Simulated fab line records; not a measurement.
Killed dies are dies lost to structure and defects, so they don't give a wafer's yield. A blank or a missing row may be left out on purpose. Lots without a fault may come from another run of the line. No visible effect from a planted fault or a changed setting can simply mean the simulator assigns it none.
Which tool is to blame? ; flow berkeleyCmos170 ; 42 wafers from 14 lots sampled at 5 of the route's 331 steps

## WHAT THE GAUGES SHOWED, per wafer
UCB170_ACTIVE_CD_MEAS_13 targets a cd of 1200 nm.
lot;measured;on;cdNm (nm)
L485;day 4 06:44;cdSem-02;1200.5 1199.3 1199.1
L486;day 4 19:48;cdSem-01;1200.9 1198.8 1200.4
L487;day 5 12:58;cdSem-01;1200.1 1199.8 1198.6
L489;day 5 13:13;cdSem-02;1197.8 1197.7 1197.7
L492;day 6 00:04;cdSem-01;1201.2 1201.0 1199.9
L491;day 6 00:14;cdSem-02;1201.9 1200.9 1200.4
L490;day 6 00:29;cdSem-02;1194.3 1194.9 1193.7
L493;day 6 18:08;cdSem-01;1199.6 1198.3 1200.9
L494;day 6 18:38;cdSem-01;1192.7 1192.1 1190.7
L500;day 8 11:27;cdSem-01;1200.8 1200.8 1201.3
L503;day 8 16:46;cdSem-01;1198.0 1198.4 1199.6
L507;day 9 11:31;cdSem-01;1199.3 1199.9 1198.9
L506;day 9 11:56;cdSem-01;1200.4 1200.9 1200.8
L508;day 10 03:53;cdSem-01;1197.8 1198.3 1197.7

UCB170_CONTACT_CD_MEAS_15 targets a cd of 700 nm.
lot;measured;on;cdNm (nm)
L485;day 7 16:31;cdSem-01;699.3 700.9 700.4
L486;day 8 05:40;cdSem-01;700.6 700.2 701.2
L487;day 9 08:16;cdSem-01;701.2 701.7 700.9
L489;day 9 05:14;cdSem-01;700.6 700.8 699.8
L492;day 9 16:56;cdSem-02;699.3 700.2 699.1
L491;day 9 16:47;cdSem-02;700.4 700.7 699.6
L490;day 9 20:25;cdSem-02;697.8 698.2 698.1
L493;day 10 06:05;cdSem-02;697.9 697.3 698.8
L494;day 10 05:28;cdSem-02;698.6 698.6 698.6
L500;day 11 17:59;cdSem-01;699.4 698.8 699.5
L503;day 12 00:59;cdSem-02;698.9 700.4 700.4
L507;day 13 04:53;cdSem-02;699.7 699.7 699.5
L506;day 13 04:39;cdSem-01;700.0 698.7 701.0
L508;day 14 01:31;cdSem-01;703.9 705.0 704.0

UCB170_V1_CD_MEAS_12 targets a cd of 700 nm.
lot;measured;on;cdNm (nm)
L485;day 8 00:01;cdSem-01;698.8 699.9 699.2
L486;day 8 11:33;cdSem-01;701.2 700.5 701.4
L487;day 9 14:51;cdSem-01;700.1 702.0 700.6
L489;day 9 14:35;cdSem-02;700.7 701.0 701.5
L492;day 10 00:54;cdSem-01;700.6 700.6 698.9
L491;day 10 00:13;cdSem-01;699.9 700.3 699.6
L490;day 10 02:15;cdSem-01;700.6 699.2 699.3
L493;day 10 12:54;cdSem-01;701.6 701.6 701.7
L494;day 10 11:32;cdSem-02;700.6 700.0 700.7
L500;day 12 03:16;cdSem-02;698.7 698.8 698.4
L503;day 12 07:59;cdSem-01;700.8 700.8 700.4
L507;day 13 12:14;cdSem-02;700.2 701.6 700.3
L506;day 13 11:29;cdSem-02;700.5 699.9 699.6
L508;day 14 08:04;cdSem-01;699.5 699.8 699.7

## TOOL THAT RAN EACH LOT (tool first, then ch and the chambers of the sampled wafers, then the start)
lot;UCB170_ACTIVE_PEB_11;UCB170_GATE_ETCH_14
L485;lithoTrack-03 ch 0, day 4 06:08;rieDiel-04 ch 0,1,2, day 6 16:13
L486;lithoTrack-01 ch 0, day 4 19:32;rieDiel-04 ch 1,2, day 7 03:43
L487;lithoTrack-02 ch 0, day 5 12:42;rieDiel-02 ch 2,3, day 8 09:25
L489;lithoTrack-02 ch 0, day 5 12:57;rieDiel-04 ch 0,1,2, day 8 09:32
L492;lithoTrack-03 ch 0, day 5 23:48;rieDiel-01 ch 1,2, day 8 18:55
L491;lithoTrack-01 ch 0, day 5 23:58;rieDiel-04 ch 1,2,3, day 8 18:40
L490;lithoTrack-03 ch 0, day 6 00:13;rieDiel-01 ch 1,2,3, day 8 19:14
L493;lithoTrack-01 ch 0, day 6 17:53;rieDiel-01 ch 1,2, day 9 08:45
L494;lithoTrack-03 ch 0, day 6 18:22;rieDiel-04 ch 1,2,3, day 9 08:31
L500;lithoTrack-01 ch 0, day 8 11:11;rieDiel-01 ch 0,2, day 10 20:29
L503;lithoTrack-01 ch 0, day 8 16:29;rieDiel-02 ch 0,1,2, day 11 04:07
L507;lithoTrack-03 ch 0, day 9 11:14;rieDiel-04 ch 0,1, day 12 01:24
L506;lithoTrack-02 ch 0, day 9 11:36;rieDiel-04 ch 0,3, day 12 01:34
L508;lithoTrack-03 ch 0, day 10 03:37;rieDiel-04 ch 0,3, day 12 21:06
- UCB170_ACTIVE_PEB_11
- UCB170_GATE_ETCH_14: etches BARC in N2/H2.

## AS READ BY THE TOOLS THEMSELVES (means over the sampled wafers that have a number; for cases with no such wafer, the mark the record gives instead)
UCB170_ACTIVE_PEB_11.
lot;tool;chillPlateTempC (C);heaterPowerTotalW (W);plateTempC (C)
L485;lithoTrack-03;23.11;56.81;129.93
L486;lithoTrack-01;22.95;56.82;130.10
L487;lithoTrack-02;22.92;56.78;130.07
L489;lithoTrack-02;23.11;56.83;130.10
L492;lithoTrack-03;23.11;56.82;129.98
L491;lithoTrack-01;22.96;56.85;129.97
L490;lithoTrack-03;23.03;57.41;130.97
L493;lithoTrack-01;22.85;56.80;129.91
L494;lithoTrack-03;23.16;57.36;130.89
L500;lithoTrack-01;22.90;56.81;129.91
L503;lithoTrack-01;22.86;56.81;129.99
L507;lithoTrack-03;23.07;56.81;130.17
L506;lithoTrack-02;23.11;56.81;130.13
L508;lithoTrack-03;23.04;56.78;130.01

UCB170_GATE_ETCH_14.
lot;tool;biasW (W);drypumpMotorCurrentA (A);n2FlowSccm (sccm);oesProductAu (a.u.);throttleValvePct (%)
L485;rieDiel-04;100.06;5.6;99.54;1.001;13.11
L486;rieDiel-04;100.07;5.5;100.00;1.003;13.15
L487;rieDiel-02;99.77;6.2;100.07;1.019;13.41
L489;rieDiel-04;99.62;5.6;99.99;1.009;13.11
L492;rieDiel-01;100.07;5.8;99.92;0.990;13.51
L491;rieDiel-04;99.77;5.8;100.06;1.002;13.28
L490;rieDiel-01;99.80;5.9;99.88;0.995;13.34
L493;rieDiel-01;99.95;5.8;99.70;1.001;13.50
L494;rieDiel-04;100.20;5.8;100.07;1.009;13.27
L500;rieDiel-01;100.04;6.2;99.92;0.992;13.35
L503;rieDiel-02;99.98;5.9;100.07;1.002;13.30
L507;rieDiel-04;99.89;5.7;99.47;1.007;13.09
L506;rieDiel-04;99.35;6.2;99.79;0.994;13.14
L508;rieDiel-04;99.88;6.2;100.34;0.995;13.16

## THE ANSWER, worked out from the rows above alone
Rule: what is usual is taken from the lots themselves. The widest of any qualifying gaps counts: lots, ordered by their means at a reading, are off when they make up no more than a third of the lots, leave a main group of 4 or more, and stand apart from it by 3 or more times the standard deviation of that group's means. The tables above print the reading to a certain number of digits; a main group whose means all agree to those digits is not used. Also off: a lot with no number at a reading for which 4 or more lots have one. Where the step has rows for the other lots, those lots are counted as sound. After the gauges, taken in route order, come the tools' own readings; for these a lot's mean is taken, as printed above. The first step at which some lot is off is used, and at that step the reading that is off furthest; a lot without a number counts as furthest.
Off: L490, L494, at UCB170_ACTIVE_CD_MEAS_13 (cdNm). Main group: mean 1199.7 nm, sd 1.1.
A tool fits if, at a process step before that reading, it ran every lot that is off, and no sound lot after the first of them. Not tried: the gauges at UCB170_ACTIVE_CD_MEAS_13; whatever is off there is also off at UCB170_ACTIVE_PEB_11, on other tools, and gauge error can't account for it. No candidate that was tried fits.

## WHAT THE SIMULATOR HAD INSERTED
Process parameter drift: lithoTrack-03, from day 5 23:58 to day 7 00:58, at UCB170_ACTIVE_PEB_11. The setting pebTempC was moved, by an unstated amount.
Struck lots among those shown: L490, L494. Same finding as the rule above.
